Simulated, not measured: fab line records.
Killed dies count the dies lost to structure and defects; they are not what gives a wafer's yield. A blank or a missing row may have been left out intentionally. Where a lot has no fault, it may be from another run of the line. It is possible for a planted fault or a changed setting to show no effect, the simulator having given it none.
Comparing a struck lot with a sound one -- flow berkeleyCmos170 -- 14 out of 331 route steps
Sound: the wafers L930.2, L930.4, L930.6. Wafers L935.1, L935.2, L935.3 were the ones struck. The cause is named last.
Per side, at each step with rows, come the tool, then ch with its chambers, and then its first start. Under that, the readings that differ: sound wafers -- struck wafers -- difference of the means -- sigmas: that difference in standard deviations of wafers without a fault.
alike: same words and numbers on both sides, and readings whose means sit less than 2 such deviations apart. not compared: any withheld reading, any reading some wafer has no value for, any bound like >300 that may hide the same value, and any number with overlapping values for which the record gives no deviation.
A row with sigmas, a row that says differs or no value, or rows on one side alone: a step with any of these is where the two part. Non-overlapping numbers with no deviation appear without sigmas and do not part them. A reading missing from all wafers of one side parts the sides only when that side holds two or more wafers.

first, 1 step without rows for these wafers: UCB170_ZERO_DEVELOP_05 (develop time 45 s).
UCB170_ZERO_ETCH_06: etches SiO2 in CHF3/CF4/Ar, time 12 s.
  sound on rieDiel-02 ch 0,1,3, day 1 23:49; struck on rieDiel-01 ch 1,2,3, day 3 05:04
  alike: CHF3_flow_sccm, drypumpMotorCurrentA, oesProductAu, throttleValvePct
  not compared: rfHoursCounterH
UCB170_ZERO_STRIP_07: strips in O2.
  sound on plasmaAsher-01 ch 0, day 1 23:51; struck on plasmaAsher-04 ch 0,1, day 3 05:05
  alike: drypumpMotorCurrentA, oesProductAu, stripTimeToEndpointS
  not compared: rfHoursCounterH
then, 2 steps without rows for these wafers: UCB170_NWELL_WET_ETCH_00 (etches SiO2 in dHF, time 200 s); UCB170_NWELL_OXIDATION_01 (target thk 26.4 nm, ox time 1260 s).
UCB170_NWELL_THK_MEAS_02:
  sound on filmMetro-04, day 2 03:14; struck on filmMetro-04, day 3 09:52
  alike: NWELL_OXIDE_THK
then, 2 steps without rows for these wafers: UCB170_NWELL_ANNEAL_03 (time 900 s); UCB170_NWELL_CVD_04 (deposits Si3N4 from SiH2Cl2/NH3, target thk 224 nm, time 3360 s).
UCB170_NWELL_THK_MEAS_05:
  sound on filmMetro-03, day 2 11:15; struck on filmMetro-02, day 3 16:58
  alike: NWELL_NITRIDE_THK
then, 3 steps without rows for these wafers: UCB170_NWELL_HMDS_06 (prime time 60 s); UCB170_NWELL_COAT_07 (resist thk 909.2 nm); UCB170_NWELL_SOFTBAKE_08 (time 60 s).
UCB170_NWELL_EXPOSE_09: exposes mask NWELL, target cd 3000 nm.
  struck on krfScanner-02, day 3 17:30; sound on krfScanner-02 ch 0, day 2 12:16
  no value came back on the struck wafers for exposureDoseMJCm2, focusOffsetNm (nm); on the sound wafers exposureDoseMJCm2 reads 25.013 24.989 24.984
  alike: mask
following that, these wafers have no rows for 1 step: UCB170_NWELL_PEB_10.

== WHERE THEY PART ==
UCB170_NWELL_EXPOSE_09 only, going by this record.

WHY: the cause the simulator had injected
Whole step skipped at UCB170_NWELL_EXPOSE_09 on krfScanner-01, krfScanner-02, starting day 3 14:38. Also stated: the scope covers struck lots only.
